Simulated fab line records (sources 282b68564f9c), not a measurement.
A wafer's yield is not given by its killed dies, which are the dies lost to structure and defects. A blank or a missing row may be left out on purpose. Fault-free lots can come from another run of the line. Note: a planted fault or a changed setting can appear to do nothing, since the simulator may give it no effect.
Which of the tools did it? -- flow rit cmos -- 42 wafers from 14 lots sampled at 2 of the route's 202 steps

WHAT THE GAUGES READ, wafer by wafer
The record lacks any reading of a measuring or inspecting step that a usual standard deviation could be used to judge.

WHAT TOOL EACH LOT RAN ON (gives the tool, then ch and the chambers of the sampled wafers, and finally the start)
lot,RIT_M1_STRIP_13,RIT_M1_PROBE_99
L417,"wet bench-03 ch 2, day 3 08:56","prober-02, day 3 11:02"
L418,"wet bench-03 ch 1, day 3 14:29",-
L419,"wet bench-04 ch 2, day 3 18:28",-
L420,"wet bench-04 ch 2, day 4 00:18",-
L423,"wet bench-04 ch 2, day 4 13:58",-
L424,"wet bench-01 ch 3, day 4 20:32",-
L425,"wet bench-03 ch 3, day 5 04:10",-
L428,"wet bench-03 ch 3, day 6 00:38","prober-01, day 6 02:43"
L430,"wet bench-03 ch 0, day 6 07:17","prober-01, day 6 09:23"
L431,"wet bench-03 ch 0, day 6 11:32","prober-02, day 6 13:40"
L432,"wet bench-03 ch 0, day 6 22:10",-
L433,"wet bench-03 ch 2, day 7 00:38","prober-02, day 7 02:47"
L438,"wet bench-04 ch 3, day 8 02:53","prober-01, day 8 05:07"
L440,"wet bench-03 ch 1, day 8 10:19",-
- RIT_M1_STRIP_13: strips in nmp, time 600 s.
- RIT_M1_PROBE_99

WHAT THE TOOLS THEMSELVES READ (means of the sampled wafers that have a number; where no wafer has one, the mark that the record gives instead)
RIT_M1_STRIP_13. Usual: bath guard temp C 80.1 C, standard deviation 0.44; bath heat duty pct 17.4 %, standard deviation 2.4.
lot,tool,bath guard temp C (C),bath heat duty pct (%),flag
L417,wet bench-03,80.2,17.6,
L418,wet bench-03,79.9,15.5,
L419,wet bench-04,80.5,15.4,
L420,wet bench-04,80.6,14.6,
L423,wet bench-04,80.4,14.7,
L424,wet bench-01,79.6,21.5,
L425,wet bench-03,80.2,18.6,
L428,wet bench-03,80.1,16.6,
L430,wet bench-03,-,-,OFF
L431,wet bench-03,-,-,OFF
L432,wet bench-03,80.5,19.9,
L433,wet bench-03,79.9,17.9,
L438,wet bench-04,79.4,19.9,
L440,wet bench-03,79.8,15.4,

RIT_M1_PROBE_99. Usual: defect limited yield 97.4 %, standard deviation 1.2; killed_at_M0_to_M3 0.0, standard deviation 0.083; killed at contacts 0.1, standard deviation 0.23; killed at front end 7, standard deviation 3.1; killed dies 7, standard deviation 3.1; killed open 3.3, standard deviation 2; killed short 3.6, standard deviation 1.9; sort_bin_3_pad_short 0.1 %, standard deviation 0.23; sort_bin_5_function 1.5 %, standard deviation 0.81; sort_bin_6_memory 1.0 %, standard deviation 0.63; sort n pass 257, standard deviation 3.1; sort yield pct 97.4 %, standard deviation 1.2.
lot,tool,defect limited yield (%),killed_at_M0_to_M3,killed at contacts,killed at front end,killed dies,killed open,killed short,sort_bin_3_pad_short (%),sort_bin_5_function (%),sort_bin_6_memory (%),sort n pass,sort yield pct (%),flag
L417,prober-02,97.2,0.0,0.3,7,7,3.3,4.0,0.1,1.3,1.4,257,97.2,
L428,prober-01,97.2,0.0,0.0,7,7,4.0,3.3,0.3,1.4,1.1,257,97.2,
L430,prober-01,98.1,0.0,0.0,5,5,2.3,2.7,0.0,1.4,0.5,259,98.1,
L431,prober-02,96.7,0.0,0.0,9,9,4.0,4.7,0.0,2.5,0.8,255,96.7,
L433,prober-02,98.3,0.0,0.0,4,4,3.0,1.3,0.1,0.9,0.6,260,98.3,
L438,prober-01,97.7,0.0,0.0,6,6,3.0,3.0,0.0,1.5,0.8,258,97.7,

THE ANSWER, worked out from the rows above alone
Rule: take the mean of a lot's wafers that have a number; if it is more than 3 standard deviations from the usual mean, the lot is off. Also off: a lot with no number at a reading for which 4 or more lots have one. All remaining lots with rows at the step are treated as sound. The gauges are gone through in route order, then the tools' own readings, and for those a lot's mean is taken as printed above. At the first step where some lot is off, the reading lying furthest off is the one used; lots without a number count as furthest.
Off: L430, L431, at RIT_M1_STRIP_13 (bath guard temp C). Without a number there: L430, L431.
If a tool, at that step or one of the process steps before it, ran each lot that is off and ran no sound lot following the first of them, it fits. Of those tried, none fits.

WHAT THE SIMULATOR HAD INSERTED
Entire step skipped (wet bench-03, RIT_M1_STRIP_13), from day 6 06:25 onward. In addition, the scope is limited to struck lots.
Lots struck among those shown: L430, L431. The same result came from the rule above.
